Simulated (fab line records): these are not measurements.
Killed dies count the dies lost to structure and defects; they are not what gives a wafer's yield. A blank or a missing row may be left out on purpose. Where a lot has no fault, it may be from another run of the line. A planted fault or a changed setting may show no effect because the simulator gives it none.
fab line records	flow berkeleyCmos170
[record] lots = 5	wafers = 23
route steps=331 shown GATE@136 PLDD@154 NLDD@166 PSD@183 SDANNEAL@205 CONTACT@220 M1@242 V1@254
startH: hours from the record's first day to the start of the lot's first wafer shown	waitH: time in hours since the lot's previous step	" identical to the entry in the row above	L1.1+2: one row covering several wafers at once	- no value present, or no start provided	* or withheld: withheld	< > ~ a bound
route shown NAME@n: NAME is a module with steps in the file, n the number in the route of the first one	usual: mean/standard deviation of fault-free wafers	same: alike in all rows	chamber/n: place in a boat	sites: each site's reading	_std_site: how widely they spread, as a standard deviation	_edge_site: inner sites' mean taken away from outer sites' mean	radiusMm: how far each site lies from the wafer's centre	mask NAME#n: copy n	behind: the most recent tool/chamber to have shaped the wafer	hold: why the lot was held/for how many hours/how that ended	device: which transistor (n, p or np) failed to switch	end of line: the route-end tests of the same wafers	a step with no rows: only its recipe	killed: not the wafer's yield, but the dies lost to structure and defects at the first sort	map: per-die view of a wafer (x killed, . not killed, _ where there is no die)
set.NAME: the run value of the setting; set.NAME@STEP: its run value at that earlier step	model.NAME: the simulator's own value behind a step, which no gauge read
lots whose settings were changed on purpose; a table a step, a row a wafer
[[steps]]
[step UCB170_GATE_PEB_10]
[recipe] pebTempC = 130	pebTimeS = withheld	resist = KrF
lot.wafer	tool	chamber	startH	waitH	set.pebTempC
L076.1+5	lithoTrack-04	0	163.55	0.1	130
L076.3+4+6	"	0	"	"	128.1
L075.2+3	lithoTrack-01	0	163.69	0.1	132.4
L075.4+5+6	"	0	"	"	130
L077.1+2+3	lithoTrack-02	0	171.28	0.1	130
L077.4+6	"	0	"	"	127
L078.1+2+6	lithoTrack-01	0	179.69	0.1	131.9
L078.4+5	"	0	"	"	130
L085.3+4+5	lithoTrack-02	0	206.60	0.5	130
[step UCB170_GATE_DEVELOP_11]
[recipe] developer = TMAH	developTimeS = 45	resist = KrF	devTempC = 21
[step UCB170_GATE_CD_MEAS_12]
[recipe] targetCdNm = 350
[usual] cdNm = 349.6/1.1
lot.wafer	tool	chamber	startH	waitH	set.pebTempC@GATE_PEB_10	cdNm
L076.1	cdSem-02	-	163.83	-	130	349.4
L076.3	"	-	"	"	128.1	363.4
L076.4	"	-	"	"	128.1	362.2
L076.5	"	-	"	"	130	350.2
L076.6	"	-	"	"	128.1	362.0
L075.2	cdSem-01	-	163.96	-	132.4	333.9
L075.3	"	-	"	"	132.4	335.5
L075.4	"	-	"	"	130	348.2
L075.5	"	-	"	"	130	348.4
L075.6	"	-	"	"	130	348.4
L077.1	cdSem-02	-	171.65	-	130	350.4
L077.2	"	-	"	"	130	349.9
L077.3	"	-	"	"	130	348.6
L077.4	"	-	"	"	127	371.8
L077.6	"	-	"	"	127	370.3
L078.1	cdSem-02	-	179.96	-	131.9	337.2
L078.2	"	-	"	"	131.9	338.7
L078.4	"	-	"	"	130	349.9
L078.5	"	-	"	"	130	349.5
L078.6	"	-	"	"	131.9	337.8
L085.3	cdSem-01	-	206.87	-	130	349.5
L085.4	"	-	"	"	130	351.4
L085.5	"	-	"	"	130	351.5
[step UCB170_GATE_ETCH_14]
[recipe] chemistry = N2/H2	targetDepthA = withheld	overetchA = withheld	target = BARC	timeS = withheld	sourceW = 500	biasW = 100	pressureMtorr = 30	n2FlowSccm = 100	h2FlowSccm = 200
[step UCB170_GATE_ETCH_15]
[recipe] chemistry = HBr/Cl2	target = poly-Si	stopOn = SiO2	overEtchFrac = 0.3	icpW = 300	biasW = 150	timeS = 56.3	pressureMtorr = 15	HBr_flow_sccm = 150	Cl2_flow_sccm = 50	targetDepthA = 2782
lot.wafer	tool	chamber	startH	waitH	set.pebTempC@GATE_PEB_10	model.GATE.cdNm
L076.1	rieSi-01	0	164.02	-	130	350
L076.3	"	3	"	"	128.1	362.9
L076.4	"	1	"	"	128.1	361.7
L076.5	"	0	"	"	130	350.1
L076.6	"	3	"	"	128.1	361.6
L075.2	rieSi-02	3	164.14	-	132.4	333.7
L075.3	"	0	"	"	132.4	334.9
L075.4+5	"	2,3	"	"	130	348.7
L075.6	"	0	"	"	130	348.5
L077.1	rieSi-02	2	171.86	-	130	349.8
L077.2	"	3	"	"	130	350
L077.3	"	1	"	"	130	348.1
L077.4	"	0	"	"	127	372
L077.6	"	0	"	"	127	370.4
L078.1	rieSi-01	0	180.16	-	131.9	337
L078.2	"	3	"	"	131.9	339
L078.4	"	3	"	"	130	349.8
L078.5	"	0	"	"	130	349.1
L078.6	"	1	"	"	131.9	337.3
L085.3	rieSi-01	3	207.03	-	130	349.9
L085.4	"	0	"	"	130	351.8
L085.5	"	2	"	"	130	351.2
[step UCB170_GATE_STRIP_16]
[recipe] chemistry = O2	powerW = 400	pressureMtorr = 3500	platenTempC = withheld	o2FlowSccm = 400	overashFraction = 0.5
[step UCB170_GATE_CD_MEAS_90]
[recipe] targetCdNm = 350
[usual] cdNm = 349.6/1.1
lot.wafer	tool	chamber	startH	waitH	set.pebTempC@GATE_PEB_10	cdNm
L076.1	cdSem-02	-	164.17	0.1	130	350.1
L076.3	"	-	"	"	128.1	362.7
L076.4	"	-	"	"	128.1	361.6
L076.5	"	-	"	"	130	349.9
L076.6	"	-	"	"	128.1	361.6
L075.2	cdSem-01	-	164.32	0.1	132.4	333.5
L075.3	"	-	"	"	132.4	335.1
L075.4	"	-	"	"	130	348.7
L075.5	"	-	"	"	130	348.6
L075.6	"	-	"	"	130	348.7
L077.1	cdSem-01	-	172.01	0.1	130	349.4
L077.2	"	-	"	"	130	349.8
L077.3	"	-	"	"	130	348.1
L077.4	"	-	"	"	127	372.5
L077.6	"	-	"	"	127	370.6
L078.1	cdSem-02	-	180.31	0.1	131.9	337.5
L078.2	"	-	"	"	131.9	339.0
L078.4	"	-	"	"	130	349.9
L078.5	"	-	"	"	130	349.2
L078.6	"	-	"	"	131.9	337.3
L085.3	cdSem-01	-	207.35	0.2	130	349.8
L085.4	"	-	"	"	130	351.6
L085.5	"	-	"	"	130	351.3
[step UCB170_PLDD_IMPLANT_09]
[recipe] species = BF2	doseCm2 = 5e+13	energyKev = 10	tiltDeg = 7	rotationDeg = 180
lot.wafer	tool	chamber	startH	waitH	set.doseCm2
L076.1+4+6	implanter-04	0	165.62	0.1	4.856e+13
L076.3+5	"	0	"	"	5e+13
L075.2+3+4+5+6	implanter-02	0	165.94	0.1	5e+13
L077.1+2+6	implanter-01	0	176.45	0.1	5e+13
L077.3+4	"	0	"	"	4.775e+13
L078.1+5	implanter-04	0	181.80	0.1	4.731e+13
L078.2+4+6	"	0	"	"	5e+13
L085.3+4+5	implanter-04	0	209.12	0.1	5e+13
[step UCB170_NLDD_IMPLANT_08]
[recipe] species = As	doseCm2 = 5e+13	energyKev = 30	tiltDeg = 7	rotationDeg = 0
lot.wafer	tool	chamber	startH	waitH	set.energyKev	model.implant.rpNm	model.implant.drpNm
L076.1+3+4+5+6	implanter-03	0	167.27	0.0	30	21.77	9.611
L075.2+4+6	implanter-01	0	167.57	0.0	30	21.22	9.611
L075.3+5	"	0	"	"	31.55	22.06	9.973
L077.1+2+4	implanter-02	0	178.16	0.0	30	21.16	9.611
L077.3+6	"	0	"	"	31.39	21.91	9.936
L078.1+4	implanter-03	0	183.57	0.0	30	20.87	9.611
L078.2+5+6	"	0	"	"	30.92	21.36	9.826
L085.3+4+5	implanter-02	0	212.32	0.1	30	21.23	9.611
[step UCB170_PSD_IMPLANT_08]
[recipe] species = B	doseCm2 = 3e+15	energyKev = 20	tiltDeg = 7
lot.wafer	tool	chamber	startH	waitH	set.energyKev	model.implant.rpNm	model.implant.drpNm
L076.1+3+4+5+6	implanter-04	0	176.01	0.0	20	66.79	28.34
L075.2+5	implanter-03	0	176.36	0.0	20	67.2	28.34
L075.3+4+6	"	0	"	"	19.6	65.88	27.94
L077.1+6	implanter-04	0	187.28	0.0	20.91	69.98	29.35
L077.2+3+4	"	0	"	"	20	66.97	28.34
L078.1+4+5	implanter-03	0	187.52	0.0	20	65.03	28.34
L078.2+6	"	0	"	"	20.65	67.12	29.04
L085.3+4+5	implanter-04	0	219.54	0.1	20	66.04	28.34
[step UCB170_PSD_STRIP_09]
[recipe] chemistry = O2	powerW = 400	pressureMtorr = 3500	platenTempC = withheld	o2FlowSccm = 400	overashFraction = 0.5
[usual] stripTimeToEndpointS = 29.40/0.087
lot.wafer	tool	chamber	startH	waitH	set.energyKev@PSD_IMPLANT_08	stripTimeToEndpointS
L076.1	plasmaAsher-02	1	176.16	0.1	20	29.28
L076.3	"	1	"	"	20	29.26
L076.4	"	0	"	"	20	29.21
L076.5	"	1	"	"	20	29.23
L076.6	"	0	"	"	20	29.20
L075.2	plasmaAsher-03	1	176.49	0.1	20	29.38
L075.3	"	0	"	"	19.6	29.19
L075.4	"	1	"	"	19.6	29.06
L075.5	"	1	"	"	20	29.31
L075.6	"	0	"	"	19.6	29.11
L077.1	plasmaAsher-03	0	187.43	0.1	20.91	29.89
L077.2	"	1	"	"	20	29.35
L077.3	"	1	"	"	20	29.44
L077.4	"	0	"	"	20	29.42
L077.6	"	0	"	"	20.91	29.86
L078.1	plasmaAsher-02	0	187.67	0.1	20	29.37
L078.2	"	1	"	"	20.65	29.68
L078.4	"	1	"	"	20	29.41
L078.5	"	0	"	"	20	29.37
L078.6	"	1	"	"	20.65	29.67
L085.3	plasmaAsher-01	1	219.67	0.1	20	29.37
L085.4	"	0	"	"	20	29.32
L085.5	"	1	"	"	20	29.47
[step UCB170_SDANNEAL_RTA_01]
[recipe] tempC = 1050	timeS = 5	ambient = N2
lot.wafer	tool	chamber	startH	waitH	set.timeS
L076.1+3+6	rtpAnneal-02	0	179.19	0.1	5
L076.4+5	"	0	"	"	5.199
L075.2+3+4+5+6	rtpAnneal-02	0	179.55	0.1	5
L077.1+4	rtpAnneal-01	0	190.92	0.1	5
L077.2+3+6	"	0	"	"	4.806
L078.1+2+4+5+6	rtpAnneal-02	0	191.25	0.1	5
L085.3+4+5	rtpAnneal-01	0	222.99	0.1	5
[step UCB170_SDANNEAL_RS_MEAS_04]
[recipe] thkMeasGauge = four-point-probe
[usual] PLDD_RS = 1031.0/2.6
lot.wafer	tool	chamber	startH	waitH	set.doseCm2@PLDD_IMPLANT_09	PLDD_RS[ohm/sq]
L076.1	filmMetro-01	-	179.48	0.1	4.856e+13	1043.9
L076.3	"	-	"	"	5e+13	1033.1
L076.4	"	-	"	"	4.856e+13	1043.5
L076.5	"	-	"	"	5e+13	1029.1
L076.6	"	-	"	"	4.856e+13	1042.3
L075.2	filmMetro-02	-	179.86	0.1	5e+13	1033.0
L075.3	"	-	"	"	5e+13	1033.4
L075.4	"	-	"	"	5e+13	1031.6
L075.5	"	-	"	"	5e+13	1031.8
L075.6	"	-	"	"	5e+13	1034.2
L077.1	filmMetro-02	-	191.22	0.1	5e+13	1029.2
L077.2	"	-	"	"	5e+13	1027.6
L077.3	"	-	"	"	4.775e+13	1047.6
L077.4	"	-	"	"	4.775e+13	1047.7
L077.6	"	-	"	"	5e+13	1028.7
L078.1	filmMetro-01	-	191.55	0.1	4.731e+13	1058.7
L078.2	"	-	"	"	5e+13	1034.3
L078.4	"	-	"	"	5e+13	1032.8
L078.5	"	-	"	"	4.731e+13	1059.5
L078.6	"	-	"	"	5e+13	1035.1
L085.3	filmMetro-01	-	223.31	0.1	5e+13	1029.9
L085.4	"	-	"	"	5e+13	1028.5
L085.5	"	-	"	"	5e+13	1029.7
[step UCB170_CONTACT_COAT_04]
[recipe] resist = KrF	spinRpm = 1500	resistThkNm = 900
lot.wafer	tool	chamber	startH	waitH	set.resistThkNm	model.KrF_of_CONTACT_COAT_04.thkNm
L076.1	lithoTrack-02	0	182.43	0.1	900	896.7
L076.3	"	0	"	"	923.4	922.2
L076.4	"	0	"	"	900	897.7
L076.5	"	0	"	"	900	899.4
L076.6	"	0	"	"	923.4	921.8
L075.2	lithoTrack-01	0	182.86	0.1	867	866.2
L075.3+5	"	0	"	"	900	900.2
L075.4	"	0	"	"	867	868.3
L075.6	"	0	"	"	900	900.1
L077.1	lithoTrack-02	0	194.73	0.1	900	899.2
L077.2	"	0	"	"	900	900.9
L077.3	"	0	"	"	900	901.9
L077.4	"	0	"	"	900	900.7
L077.6	"	0	"	"	900	898.8
L078.1	lithoTrack-02	0	195.46	0.1	900	898.4
L078.2	"	0	"	"	943.7	944.5
L078.4	"	0	"	"	943.7	942.3
L078.5	"	0	"	"	943.7	943
L078.6	"	0	"	"	900	900.8
L085.3	lithoTrack-01	0	227.58	0.1	900	898.8
L085.4	"	0	"	"	900	899.9
L085.5	"	0	"	"	900	899.2
[step UCB170_CONTACT_SOFTBAKE_05]
[recipe] resist = KrF	tempC = 130	timeS = 60
[step UCB170_CONTACT_STRIP_06]
[recipe] chemistry = O2	powerW = 400	pressureMtorr = 3500	platenTempC = withheld	o2FlowSccm = 400	overashFraction = 0.5
[usual] stripTimeToEndpointS = 21.96/0.048
lot.wafer	tool	chamber	startH	waitH	set.resistThkNm@CONTACT_COAT_04	stripTimeToEndpointS
L076.1	plasmaAsher-03	1	182.73	0.1	900	21.89
L076.3	"	0	"	"	923.4	22.49
L076.4	"	1	"	"	900	21.91
L076.5	"	0	"	"	900	21.96
L076.6	"	1	"	"	923.4	22.51
L075.2	plasmaAsher-02	1	183.14	0.1	867	21.16
L075.3	"	0	"	"	900	21.97
L075.4	"	1	"	"	867	21.21
L075.5	"	0	"	"	900	21.95
L075.6	"	1	"	"	900	21.97
L077.1	plasmaAsher-03	1	195.03	0.1	900	21.96
L077.2	"	0	"	"	900	21.99
L077.3	"	1	"	"	900	22.02
L077.4	"	0	"	"	900	21.99
L077.6	"	1	"	"	900	21.93
L078.1	plasmaAsher-04	1	195.76	0.1	900	21.93
L078.2	"	0	"	"	943.7	23.02
L078.4	"	0	"	"	943.7	22.97
L078.5	"	0	"	"	943.7	22.99
L078.6	"	1	"	"	900	22.00
L085.3	plasmaAsher-03	1	227.87	0.1	900	21.93
L085.4	"	0	"	"	900	21.97
L085.5	"	0	"	"	900	21.96
[step UCB170_CONTACT_PEB_13]
[recipe] pebTempC = 130	pebTimeS = withheld	resist = KrF
lot.wafer	tool	chamber	startH	waitH	set.pebTempC
L076.1+3+5	lithoTrack-01	0	183.76	0.1	130
L076.4+6	"	0	"	"	131.5
L075.2+3+5	lithoTrack-03	0	184.20	0.1	128
L075.4+6	"	0	"	"	130
L077.1+4+6	lithoTrack-03	0	196.91	0.5	130
L077.2+3	"	0	"	"	127.3
L078.1+2	lithoTrack-03	0	197.19	0.3	132
L078.4+5+6	"	0	"	"	130
L085.3+4+5	lithoTrack-02	0	229.29	0.1	130
[step UCB170_CONTACT_DEVELOP_14]
[recipe] developer = TMAH	developTimeS = 45	resist = KrF	devTempC = 21
[step UCB170_CONTACT_CD_MEAS_15]
[recipe] targetCdNm = 700
[usual] cdNm = 700.8/1.6
lot.wafer	tool	chamber	startH	waitH	set.pebTempC@CONTACT_PEB_13	cdNm
L076.1	cdSem-02	-	184.03	-	130	702.0
L076.3	"	-	"	"	130	700.5
L076.4	"	-	"	"	131.5	710.4
L076.5	"	-	"	"	130	701.7
L076.6	"	-	"	"	131.5	711.2
L075.2	cdSem-01	-	184.47	-	128	684.6
L075.3	"	-	"	"	128	684.7
L075.4	"	-	"	"	130	699.7
L075.5	"	-	"	"	128	683.8
L075.6	"	-	"	"	130	698.7
L077.1	cdSem-02	-	197.19	-	130	704.0
L077.2	"	-	"	"	127.3	682.7
L077.3	"	-	"	"	127.3	681.4
L077.4	"	-	"	"	130	702.6
L077.6	"	-	"	"	130	702.7
L078.1	cdSem-01	-	197.49	-	132	714.5
L078.2	"	-	"	"	132	713.4
L078.4	"	-	"	"	130	702.2
L078.5	"	-	"	"	130	701.7
L078.6	"	-	"	"	130	701.6
L085.3	cdSem-01	-	229.56	-	130	702.0
L085.4	"	-	"	"	130	701.0
L085.5	"	-	"	"	130	702.1
[step UCB170_CONTACT_ETCH_17]
[recipe] chemistry = N2/H2	targetDepthA = withheld	overetchA = withheld	target = BARC	timeS = withheld	sourceW = 500	biasW = 100	pressureMtorr = 30	n2FlowSccm = 100	h2FlowSccm = 200
lot.wafer	tool	chamber	startH	waitH	set.pebTempC@CONTACT_PEB_13	model.CONTACT.cdNm
L076.1	rieDiel-02	1	184.19	0.0	130	701.3
L076.3	"	2	"	"	130	700.5
L076.4	"	0	"	"	131.5	710.9
L076.5	"	0	"	"	130	701.9
L076.6	"	3	"	"	131.5	711.2
L075.2	rieDiel-04	3	184.60	0.0	128	684.5
L075.3	"	1	"	"	128	685.4
L075.4	"	2	"	"	130	699.6
L075.5	"	0	"	"	128	683.4
L075.6	"	3	"	"	130	698.5
L077.1	rieDiel-03	3	197.35	0.0	130	703.7
L077.2	"	2	"	"	127.3	682.9
L077.3	"	1	"	"	127.3	680.9
L077.4	"	0	"	"	130	702.2
L077.6	"	1	"	"	130	702.4
L078.1	rieDiel-02	2	197.64	0.0	132	714.8
L078.2	"	0	"	"	132	713.9
L078.4	"	1	"	"	130	701.5
L078.5	"	2	"	"	130	701.3
L078.6	"	1	"	"	130	700.7
L085.3	rieDiel-04	2	229.67	0.0	130	701.9
L085.4	"	0	"	"	130	701.1
L085.5	"	2	"	"	130	702
[step UCB170_CONTACT_ETCH_18]
[recipe] chemistry = CHF3/CF4/Ar	target = PSG	stopOn = TiSi2	CHF3_flow_sccm = 45	cf4FlowSccm = 15	Ar_flow_sccm = 150	pressureMtorr = 200	rfW = 700	targetDepthA = 8400	overEtchFrac = 0.2	timeS = 195
lot.wafer	tool	chamber	startH	waitH	set.timeS
L076.1+3+4+5+6	rieDiel-02	1,2,0,0,3	-	-	195
L075.2+3+4+5+6	rieDiel-04	3,1,2,0,3	-	-	195
L077.1+3+4	rieDiel-03	3,1,0	-	-	174.9
L077.2+6	"	2,1	"	"	195
L078.1+2+4+5+6	rieDiel-02	2,0,1,2,1	-	-	195
L085.3+4+5	rieDiel-04	2,0,2	-	-	195
[step UCB170_CONTACT_STRIP_19]
[recipe] chemistry = O2	powerW = 400	pressureMtorr = 3500	platenTempC = withheld	o2FlowSccm = 400	overashFraction = 0.5
[step UCB170_CONTACT_CD_MEAS_90]
[recipe] targetCdNm = 700
[usual] cdNm = 700.6/1.6
lot.wafer	tool	chamber	startH	waitH	set.pebTempC@CONTACT_PEB_13	cdNm
L076.1	cdSem-02	-	184.46	0.1	130	701.8
L076.3	"	-	"	"	130	701.0
L076.4	"	-	"	"	131.5	711.1
L076.5	"	-	"	"	130	702.3
L076.6	"	-	"	"	131.5	711.3
L075.2	cdSem-02	-	184.89	0.1	128	684.7
L075.3	"	-	"	"	128	685.7
L075.4	"	-	"	"	130	699.5
L075.5	"	-	"	"	128	683.4
L075.6	"	-	"	"	130	698.3
L077.1	cdSem-01	-	197.61	0.1	130	702.2
L077.2	"	-	"	"	127.3	683.2
L077.3	"	-	"	"	127.3	679.9
L077.4	"	-	"	"	130	700.7
L077.6	"	-	"	"	130	702.5
L078.1	cdSem-02	-	197.91	0.1	132	715.0
L078.2	"	-	"	"	132	714.4
L078.4	"	-	"	"	130	700.7
L078.5	"	-	"	"	130	701.0
L078.6	"	-	"	"	130	700.0
L085.3	cdSem-02	-	229.98	0.1	130	702.1
L085.4	"	-	"	"	130	700.7
L085.5	"	-	"	"	130	702.3
[step UCB170_M1_COAT_04]
[recipe] resist = KrF	spinRpm = 1500	resistThkNm = 900
lot.wafer	tool	chamber	startH	waitH	set.resistThkNm	model.KrF_of_M1_COAT_04.thkNm
L076.1	lithoTrack-02	0	-	-	926.5	925.7
L076.3	"	0	"	"	926.5	921.6
L076.4	"	0	"	"	900	900.2
L076.5	"	0	"	"	900	899.8
L076.6	"	0	"	"	900	897.3
L075.2	lithoTrack-04	0	-	-	900	898
L075.3	"	0	"	"	900	897.4
L075.4	"	0	"	"	900	895.4
L075.5	"	0	"	"	900	893.7
L075.6	"	0	"	"	900	896.8
L077.1	lithoTrack-02	0	-	-	886	886.6
L077.2	"	0	"	"	900	897.5
L077.3+6	"	0	"	"	886	884.5
L077.4	"	0	"	"	900	899.1
L078.1	lithoTrack-03	0	-	-	900	897.3
L078.2	"	0	"	"	914	912.3
L078.4	"	0	"	"	900	894.7
L078.5	"	0	"	"	914	911.4
L078.6	"	0	"	"	900	896.9
L085.3	lithoTrack-04	0	-	-	900	901.7
L085.4	"	0	"	"	900	902.6
L085.5	"	0	"	"	900	902
[step UCB170_V1_CVD_00]
[recipe] material = SiO2	targetThkNm = 2000	tempC = 390	precursor = TEOS/O2	timeS = 250	rfW = 550	pressureMtorr = 9000
lot.wafer	tool	chamber	startH	waitH	set.timeS	model.SiO2_of_V1_CVD_00.thkNm
L076.1	pecvd-02	0	187.72	0.0	228.7	1808
L076.3	"	1	"	"	250	1972
L076.4	"	0	"	"	250	2033
L076.5	"	2	"	"	228.7	1833
L076.6	"	1	"	"	250	2001
L075.2	pecvd-03	0	189.05	0.0	250	1976
L075.3	"	2	"	"	250	2005
L075.4	"	0	"	"	223.8	1816
L075.5	"	1	"	"	223.8	1796
L075.6	"	2	"	"	223.8	1810
L077.1	pecvd-02	0	201.52	0.0	250	1988
L077.2	"	1	"	"	250	1994
L077.3	"	2	"	"	250	1976
L077.4	"	1	"	"	263.8	2130
L077.6	"	2	"	"	263.8	2139
L078.1	pecvd-01	2	202.85	0.0	250	1991
L078.2	"	1	"	"	250	1974
L078.4	"	1	"	"	261.1	2117
L078.5	"	2	"	"	250	1976
L078.6	"	0	"	"	261.1	2085
L085.3	pecvd-01	0	233.72	0.0	250	1998
L085.4	"	2	"	"	250	2033
L085.5	"	1	"	"	250	2044
[step UCB170_V1_THK_MEAS_01]
[recipe] reads = SiO2_of_V1_CVD_00
[usual] V1_TEOS_THK = 2000/24
lot.wafer	tool	chamber	startH	waitH	set.timeS@V1_CVD_00	V1_TEOS_THK[nm]
L076.1	filmMetro-02	-	187.88	0.1	228.7	1808
L076.3	"	-	"	"	250	1970
L076.4	"	-	"	"	250	2033
L076.5	"	-	"	"	228.7	1832
L076.6	"	-	"	"	250	2000
L075.2	filmMetro-03	-	189.22	0.1	250	1973
L075.3	"	-	"	"	250	2005
L075.4	"	-	"	"	223.8	1815
L075.5	"	-	"	"	223.8	1796
L075.6	"	-	"	"	223.8	1810
L077.1	filmMetro-04	-	201.67	0.1	250	1988
L077.2	"	-	"	"	250	1994
L077.3	"	-	"	"	250	1977
L077.4	"	-	"	"	263.8	2130
L077.6	"	-	"	"	263.8	2139
L078.1	filmMetro-04	-	203.01	0.1	250	1990
L078.2	"	-	"	"	250	1974
L078.4	"	-	"	"	261.1	2118
L078.5	"	-	"	"	250	1975
L078.6	"	-	"	"	261.1	2085
L085.3	filmMetro-04	-	233.89	0.1	250	1999
L085.4	"	-	"	"	250	2033
L085.5	"	-	"	"	250	2044
[[key]]
[split] step = UCB170_GATE_PEB_10	setting = pebTempC	stated = 130	by = wafer
[response] step = UCB170_GATE_CD_MEAS_12	reading = cdNm	change = -8.48	per = 1%	r = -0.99
[response] step = UCB170_GATE_ETCH_15	reading = model.GATE.cdNm	change = -8.58	per = 1%	r = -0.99
[response] step = UCB170_GATE_CD_MEAS_90	reading = cdNm	change = -8.68	per = 1%	r = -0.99
[split] step = UCB170_PLDD_IMPLANT_09	setting = doseCm2	stated = 5e+13	by = wafer
[response] step = UCB170_SDANNEAL_RS_MEAS_04	reading = PLDD_RS	change = -4.45	per = 1%	r = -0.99
[split] step = UCB170_NLDD_IMPLANT_08	setting = energyKev	stated = 30	by = wafer
[response] step = UCB170_NLDD_IMPLANT_08	reading = model.implant.rpNm	change = +0.161	per = 1%	r = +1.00
[response] step = UCB170_NLDD_IMPLANT_08	reading = model.implant.drpNm	change = +0.0702	per = 1%	r = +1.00
[split] step = UCB170_PSD_IMPLANT_08	setting = energyKev	stated = 20	by = wafer
[response] step = UCB170_PSD_IMPLANT_08	reading = model.implant.rpNm	change = +0.656	per = 1%	r = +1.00
[response] step = UCB170_PSD_IMPLANT_08	reading = model.implant.drpNm	change = +0.218	per = 1%	r = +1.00
[response] step = UCB170_PSD_STRIP_09	reading = stripTimeToEndpointS	change = *	per = 1%	r = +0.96
[split] step = UCB170_SDANNEAL_RTA_01	setting = timeS	stated = 5	by = wafer
response none clear
[split] step = UCB170_CONTACT_COAT_04	setting = resistThkNm	stated = 900	by = wafer
[response] step = UCB170_CONTACT_COAT_04	reading = model.KrF_of_CONTACT_COAT_04.thkNm	change = +9.02	per = 1%	r = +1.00
[response] step = UCB170_CONTACT_STRIP_06	reading = stripTimeToEndpointS	change = *	per = 1%	r = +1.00
[split] step = UCB170_CONTACT_PEB_13	setting = pebTempC	stated = 130	by = wafer
[response] step = UCB170_CONTACT_CD_MEAS_15	reading = cdNm	change = +9.25	per = 1%	r = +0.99
[response] step = UCB170_CONTACT_ETCH_17	reading = model.CONTACT.cdNm	change = +9.39	per = 1%	r = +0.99
[response] step = UCB170_CONTACT_CD_MEAS_90	reading = cdNm	change = +9.32	per = 1%	r = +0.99
[split] step = UCB170_CONTACT_ETCH_18	setting = timeS	stated = 195	by = wafer
response none clear
[split] step = UCB170_M1_COAT_04	setting = resistThkNm	stated = 900	by = wafer
[response] step = UCB170_M1_COAT_04	reading = model.KrF_of_M1_COAT_04.thkNm	change = +8.66	per = 1%	r = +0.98
[split] step = UCB170_V1_CVD_00	setting = timeS	stated = 250	by = wafer
[response] step = UCB170_V1_CVD_00	reading = model.SiO2_of_V1_CVD_00.thkNm	change = +20.7	per = 1%	r = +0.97
[response] step = UCB170_V1_THK_MEAS_01	reading = V1_TEOS_THK	change = +20.7	per = 1%	r = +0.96
